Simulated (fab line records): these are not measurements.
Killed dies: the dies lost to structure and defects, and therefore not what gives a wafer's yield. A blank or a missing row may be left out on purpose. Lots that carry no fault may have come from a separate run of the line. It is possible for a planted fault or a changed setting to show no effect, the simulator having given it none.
A lot that was struck, set against a sound lot    flow berkeley_cmos170    16 out of 331 route steps
Sound: these wafers, L619.1, L619.2, L619.5. Struck: wafers L627.3, L627.4, L627.5. The cause comes at the end.
For every step that has rows: the tool of each side, followed by ch and its chambers, followed by its first start. Under that, the readings that differ: sound wafers    struck wafers    difference of the means    sigmas: that difference in standard deviations of wafers without a fault.
alike: readings with means less than 2 such deviations apart, plus words and numbers identical on both sides. not compared: withheld readings, readings lacking a value on some wafer, bounds such as >300 that could conceal the same value, and numbers that have no deviation in the record and whose values overlap.
Wherever a step has rows on one side only, a row that says differs or no value, or a row with sigmas, the two part there. Numbers that don't overlap but have no deviation are shown without sigmas and don't part them. A reading that every wafer of one side lacks parts them only if that side has two wafers or more.

UCB170_V1_CMP_02: polishes SiO2.
  sound on cmp-01 ch 0,1, day 7 21:50; struck on cmp-02 ch 0,2,3, day 10 00:53
  alike: edge_zone_pressure_frac, motor_current_A, slurry_flow_ml_min
UCB170_V1_BOW_MEAS_03:
  sound on film_metro-04, day 7 22:05; struck on film_metro-03, day 10 01:10
  alike: V1_BOW
UCB170_V1_THK_MEAS_04:
  sound on film_metro-04, day 7 22:13; struck on film_metro-03, day 10 01:16
  alike: V1_POLISHED_THK
then, 5 steps without rows for these wafers: UCB170_V1_CLEAN_05 (cleans in DIW); UCB170_V1_HMDS_06 (prime time 60 s); UCB170_V1_COAT_07 (resist thk 900 nm); UCB170_V1_SOFTBAKE_08 (time 60 s); UCB170_V1_EXPOSE_09 (exposes mask VIA1, target cd 700 nm).
UCB170_V1_PEB_10:
  sound on litho_track-01 ch 0, day 8 02:29; struck on litho_track-03 ch 0, day 10 02:52
  alike: chill_plate_temp_C, plate_sensor_t_centre_C, plate_sensor_t_edge_C
then, 1 step without rows for these wafers: UCB170_V1_DEVELOP_11 (develop time 45 s).
UCB170_V1_CD_MEAS_12: the cd target is 700 nm.
  sound on cd_sem-01, day 8 02:46; struck on cd_sem-02, day 10 03:08
  alike: cd_nm
UCB170_V1_OVL_MEAS_13:
  sound on overlay-01, day 8 02:53; struck on overlay-02, day 10 03:14
  alike: V1_OVL
UCB170_V1_ETCH_14: etches SiO2 in CHF3/CF4/Ar, stops on Al, target depth 1250 nm, time 291 s.
  sound on rie_diel-01 ch 1,2,3, day 8 02:55; struck on rie_diel-03 ch 0,1, day 10 03:15
reading                              sound              struck             difference  sigmas
oes_product_au (a.u.)                0.881 0.886 0.885  0.988 0.978 0.973  +0.096      +11
run_length_s (s)                     319.5 319.1 319.3  288.2 288.0 288.5  -31.1       -68
model.KrF_of_V1_COAT_07.thk_nm (nm)  610.1 616.4 623.4  640.7 639.5 644    +24.8       
  alike: drypump_motor_current_A, throttle_valve_pct
  not compared: rf_hours_counter_h
UCB170_V1_STRIP_15: strips in O2.
  sound on plasma_asher-02 ch 0,1, day 8 03:05; struck on plasma_asher-01 ch 0,1, day 10 03:28
reading                       sound              struck             difference  sigmas
strip_time_to_endpoint_s (s)  15.32 15.46 15.63  15.96 15.95 16.05  +0.52       +4
  alike: drypump_motor_current_A, oes_product_au
  not compared: rf_hours_counter_h
UCB170_V1_CD_MEAS_90: the cd target is 700 nm.
  sound on cd_sem-01, day 8 03:11; struck on cd_sem-01, day 10 03:34
  alike: cd_nm
UCB170_M3_PROBE_99:
  the record has rows for the sound wafers here (prober-02, day 8 11:28) and none for the struck ones

## WHERE THEY PART
First at UCB170_V1_ETCH_14; last, within this record, at UCB170_M3_PROBE_99.

WHY: whatever the simulator had introduced
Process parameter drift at UCB170_V1_ETCH_14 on rie_diel-03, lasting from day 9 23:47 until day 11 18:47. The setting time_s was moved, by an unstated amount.
